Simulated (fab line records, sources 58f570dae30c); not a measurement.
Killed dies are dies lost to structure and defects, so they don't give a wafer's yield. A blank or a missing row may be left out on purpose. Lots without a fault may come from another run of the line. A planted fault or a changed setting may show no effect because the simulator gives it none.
One fault seen from 2 desks | flow berkeley_cmos170 | each desk has only its own numbers; what lay behind them comes last

THE METROLOGY DESK
What the gauges read, lot by lot, whatever tool the lot ran on: means of the sampled wafers that have a number. A lot is out of limits, marked OUT, if its mean lies more than 4 standard deviations from the usual mean; the brackets give that distance.
Columns: A = cd_nm at UCB170_V2_CD_MEAS_90, usual 700.3 nm
lot  | first seen here | A
L196 | day 7 20:46     | 699.3
L198 | day 8 15:43     | 700.8
L202 | day 9 00:35     | 699.8
L206 | day 9 23:08     | 703.0
L207 | day 9 23:36     | 698.3
L205 | day 10 00:03    | 703.9
L210 | day 10 14:11    | 700.3
L209 | day 10 14:29    | 700.6
L212 | day 11 05:43    | 698.8
L213 | day 11 06:02    | 701.6
L216 | day 12 06:34    | 700.3
L215 | day 12 17:57    | 700.3
L217 | day 12 22:52    | 698.8
L218 | day 13 07:43    | 698.4
This desk's finding: nothing out of limits on any of the 14 lots.

THE TOOL OWNER'S DESK: litho_track-02
The tool's own readings at UCB170_M1_DEVELOP_08 (develop time 45 s): means of the sampled wafers that have a number, for each lot that ran on this tool. A lot is out of limits, marked OUT, if its mean lies more than 4 standard deviations from the usual mean; the brackets give that distance.
Columns: A = developer_temp_C at UCB170_M1_DEVELOP_08, usual 21.00 C
lot  | first seen here | A
L205 | day 9 09:00     | 20.99
L210 | day 9 18:00     | 21.03
L213 | day 10 15:00    | 21.13
L216 | day 11 12:00    | 21.84 (+8.5) OUT
L215 | day 12 03:00    | 21.77 (+7.8) OUT
This desk's finding: out of limits on L215, L216; first on L216, day 11 12:00 (developer_temp_C at UCB170_M1_DEVELOP_08). In limits: L205, L210, L213.

PUT TOGETHER
The tool owner's desk could have raised an alarm at day 11 12:00, on L215, L216.
The metrology desk saw nothing out of limits.
The metrology desk has L215, L216 on record, within its limits.
Of the lots named, all ran UCB170_M1_DEVELOP_08 on litho_track-02.

WHAT THE SIMULATOR HAD PUT IN
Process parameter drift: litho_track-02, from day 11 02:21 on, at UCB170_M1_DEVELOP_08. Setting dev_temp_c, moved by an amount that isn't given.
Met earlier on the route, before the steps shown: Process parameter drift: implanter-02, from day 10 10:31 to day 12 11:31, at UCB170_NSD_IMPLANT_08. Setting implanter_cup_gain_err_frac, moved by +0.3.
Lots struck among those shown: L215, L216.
Hours from the fault's start to each desk's first reading out of limits: the tool owner's desk, 10.
